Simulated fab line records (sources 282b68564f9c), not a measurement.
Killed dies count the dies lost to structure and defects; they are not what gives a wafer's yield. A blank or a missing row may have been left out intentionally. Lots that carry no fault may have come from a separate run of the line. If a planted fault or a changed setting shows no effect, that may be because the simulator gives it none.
The tool behind it: which one?	flow rit cmos	21 wafers from 7 lots sampled at 2 of the route's 202 steps

== WHAT THE GAUGES READ, wafer by wafer ==
RIT_SDANNEAL_RS_MEAS_04: the measuring method here is four-point-probe.
lot	measured	on	PSD_RS (ohm/sq)
L208	day 3 16:05	film metro-02	115.62 115.62 115.51
L210	day 4 03:25	film metro-03	115.97 115.92 116.20
L212	day 4 18:35	film metro-02	116.11 116.19 115.79
L214	day 5 01:22	film metro-01	116.13 116.04 116.66
L216	day 5 08:20	film metro-01	116.15 115.90 116.13
L221	day 6 06:07	film metro-01	50.50 50.74 50.65
L223	day 6 14:52	film metro-02	50.52 50.68 50.67

== WHAT TOOL EACH LOT RAN ON (gives the tool, then ch and the chambers of the sampled wafers, and finally the start) ==
lot	RIT_PSD_IMPLANT_08
L208	implanter-02 ch 0, day 3 15:16
L210	implanter-02 ch 0, day 4 02:37
L212	implanter-03 ch 0, day 4 17:47
L214	implanter-04 ch 0, day 5 00:32
L216	implanter-03 ch 0, day 5 07:32
L221	implanter-03 ch 0, day 6 05:17
L223	implanter-03 ch 0, day 6 13:59
- RIT_PSD_IMPLANT_08

== THE ANSWER, worked out from the rows above alone ==
Rule: the usual values come from the lots themselves. The widest of any qualifying gaps counts: lots, ordered by their means at a reading, are off when they make up no more than a third of the lots, leave a main group of 4 or more, and stand apart from it by 3 or more times the standard deviation of that group's means. If all means in a main group match to the digits the tables above print for the reading, that group is not used. Also off: a lot with no number at a reading for which 4 or more lots have one. Where the step has rows for the other lots, those lots are counted as sound.
Off: at RIT_SDANNEAL_RS_MEAS_04 (PSD_RS), L221, L223. For the main group the mean is 116.00 ohm/sq and the standard deviation 0.23.
A tool fits if, at a process step before that reading, it ran every lot that is off, and no sound lot after the first of them. Those tools and the gauges at RIT_SDANNEAL_RS_MEAS_04 are tried in the same way. One candidate fits, namely implanter-03 at RIT_PSD_IMPLANT_08. Its last sound lot is L216 (day 5 07:32), its first lot that is off L221 (day 6 05:17): a fault that began between those two fits.

== WHAT THE SIMULATOR HAD PUT IN ==
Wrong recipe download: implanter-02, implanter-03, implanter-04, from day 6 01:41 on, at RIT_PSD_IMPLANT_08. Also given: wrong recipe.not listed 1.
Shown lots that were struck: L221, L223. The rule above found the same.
